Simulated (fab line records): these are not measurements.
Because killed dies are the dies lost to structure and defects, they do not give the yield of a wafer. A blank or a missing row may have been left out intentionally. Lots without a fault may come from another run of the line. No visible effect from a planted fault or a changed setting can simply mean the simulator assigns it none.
Which of the tools did it? + flow berkeley cmos170 + 6 lots with 18 wafers sampled at 4 steps, on a route of 331 steps

WHAT THE GAUGES READ, wafer by wafer
UCB170_FIELD_THK_MEAS_02.
| lot  | measured    | on            | FIELD_OXIDE_THK (nm) |
|------|-------------|---------------|----------------------|
| L741 | day 6 01:53 | film metro-02 | 567 560 562          |
| L744 | day 6 07:16 | film metro-02 | 570 572 569          |
| L746 | day 6 07:20 | film metro-02 | 546 557 560          |
| L749 | day 7 11:02 | film metro-01 | 556 555 552          |
| L751 | day 7 00:35 | film metro-03 | 558 558 568          |
| L753 | day 7 11:05 | film metro-02 | 561 567 564          |

WHICH TOOL RAN EACH LOT (tool, then ch and the chambers of the sampled wafers, then the start)
| lot  | UCB170_PWELL_ETCH_14              | UCB170_PFIELD_STRIP_08              | UCB170_FIELD_OXIDATION_01    |
|------|-----------------------------------|-------------------------------------|------------------------------|
| L741 | rie diel-03 ch 0,2,3, day 4 03:22 | plasma asher-02 ch 0,1, day 5 20:55 | furnace-01 ch 0, day 5 22:53 |
| L744 | rie diel-03 ch 1,2, day 4 03:58   | plasma asher-03 ch 0,1, day 6 00:33 | furnace-02 ch 0, day 6 04:16 |
| L746 | rie diel-02 ch 0,1,3, day 4 04:14 | plasma asher-03 ch 0,1, day 6 00:53 | furnace-02 ch 0, day 6 04:16 |
| L749 | rie diel-01 ch 0,1,3, day 5 13:20 | plasma asher-02 ch 0,1, day 7 02:14 | furnace-02 ch 0, day 7 08:02 |
| L751 | rie diel-02 ch 1,2, day 5 13:04   | plasma asher-01 ch 0,1, day 6 19:35 | furnace-01 ch 0, day 6 21:35 |
| L753 | rie diel-02 ch 1,2, day 5 19:46   | plasma asher-01 ch 0,1, day 7 02:28 | furnace-02 ch 0, day 7 08:02 |
- UCB170_PWELL_ETCH_14: etches Si3N4 in CH3F/Ar/O2, stops on SiO2, target depth 242 nm, time 151 s.
- UCB170_PFIELD_STRIP_08: strips in O2.
- UCB170_FIELD_OXIDATION_01: target thk 558.3 nm, ox time 7200 s.

THE ANSWER, worked out from the rows above alone
Rule: the usual values come from the lots themselves. Put in order of their means at a reading, lots are off if they are a third of the lots or fewer, leave a main group of 4 or more, and stand apart from it by a gap of 3 or more times the standard deviation of the main group's means; of several such gaps the widest counts. If all means in a main group match to the digits the tables above print for the reading, that group is not used. Also off: a lot with no number at a reading for which 4 or more lots have one. All remaining lots with rows at the step are treated as sound.
None of the lots is off at any reading shown; this tells nothing.

WHAT THE SIMULATOR HAD INSERTED
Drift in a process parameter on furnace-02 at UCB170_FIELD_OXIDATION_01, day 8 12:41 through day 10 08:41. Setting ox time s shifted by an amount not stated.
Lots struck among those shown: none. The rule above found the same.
